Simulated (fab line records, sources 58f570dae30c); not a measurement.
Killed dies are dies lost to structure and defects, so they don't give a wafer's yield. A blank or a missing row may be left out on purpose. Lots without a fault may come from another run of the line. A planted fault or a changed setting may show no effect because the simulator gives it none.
A struck lot beside a sound one | flow berkeley_cmos170 | 15 steps out of a route of 331
Sound: wafers L796.2, L796.3, L796.6. Struck: wafers L808.2, L808.4. (L808.5 of the same lot was not struck and is left out.) The cause comes at the end.
At each step with rows: each side's tool, then ch and its chambers, then its first start. Under that, the readings that differ: sound wafers | struck wafers | difference of the means | sigmas: that difference in standard deviations of wafers without a fault.
alike: readings whose means differ by less than 2 such deviations, and words and numbers that are the same on both sides. not compared: withheld readings, readings that some wafer has no value for, bounds like >300 that may hide the same value, and numbers for which the record gives no deviation and whose values overlap.
The two part at a step that has a row with sigmas, a row that says differs or no value, or rows on one side only. Numbers that don't overlap but have no deviation are shown without sigmas and don't part them. A reading that every wafer of one side lacks parts them only if that side has two wafers or more.

first, 2 steps without rows for these wafers: UCB170_M3_COAT_05 (resist thk 900 nm); UCB170_M3_SOFTBAKE_06 (time 60 s).
UCB170_M3_STRIP_07: strips in O2.
  sound on plasma_asher-02 ch 0,1, day 9 16:49; struck on plasma_asher-04 ch 0,1, day 12 14:47
  alike: chamber_pressure_mTorr, drypump_motor_current_A, oes_product_au, strip_time_to_endpoint_s
  not compared: rf_hours_counter_h
then, 7 steps without rows for these wafers: UCB170_M3_STRIP_08 (strips KrF in DMSO, time 600 s); UCB170_M3_COAT_09; UCB170_M3_COAT_10 (resist thk 900 nm); UCB170_M3_SOFTBAKE_11 (time 60 s); UCB170_M3_EXPOSE_12 (exposes mask METAL3, target cd 700 nm); UCB170_M3_PEB_13; UCB170_M3_DEVELOP_14 (develop time 45 s).
UCB170_M3_CD_MEAS_15: target cd 700 nm.
  sound on cd_sem-02, day 9 18:08; struck on cd_sem-02, day 12 17:25
  alike: cd_nm
UCB170_M3_OVL_MEAS_16:
  sound on overlay-01, day 9 18:15; struck on overlay-02, day 12 17:31
  alike: M3_OVL
UCB170_M3_ETCH_17: etches BARC in N2/H2.
  sound on rie_diel-01 ch 1,2, day 9 18:17; struck on rie_diel-01 ch 0, day 12 17:32
  reading               | sound             | struck      | difference | sigmas
  bias_w (W)            | 100.2 99.7 99.9   | 130.1 130.1 | +30.2      | +99 or more
  oes_product_au (a.u.) | 0.988 1.003 1.004 | 1.094 1.083 | +0.090     | +5
  alike: chamber_pressure_mTorr, drypump_motor_current_A, throttle_valve_pct
UCB170_M3_METAL_ETCH_18: etches Al in Cl2/BCl3, stops on SiO2, target depth 1170 nm, time 195 s.
  sound on rie_metal-02 ch 0,1, day 9 18:19; struck on rie_metal-02 ch 1, day 12 17:35
  reading    | sound             | struck      | difference | sigmas
  bias_w (W) | 119.7 119.4 120.1 | 120.6 120.7 | +0.9       | +2
  alike: bcl3_flow_sccm, chamber_pressure_mTorr, drypump_motor_current_A, he_backside_leak_sccm, oes_product_au, throttle_valve_pct
  not compared: rf_hours_counter_h
UCB170_M3_PROBE_99:
  the record has rows for the struck wafers here (prober-02, day 12 18:10) and none for the sound ones

WHERE THEY PART
First at UCB170_M3_ETCH_17; last, within this record, at UCB170_M3_PROBE_99.

WHY: what the simulator had put in
Process parameter drift: rie_diel-01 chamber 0, from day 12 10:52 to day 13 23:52, at UCB170_M3_ETCH_17. Setting bias_w, moved by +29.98, from 100. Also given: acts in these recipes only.
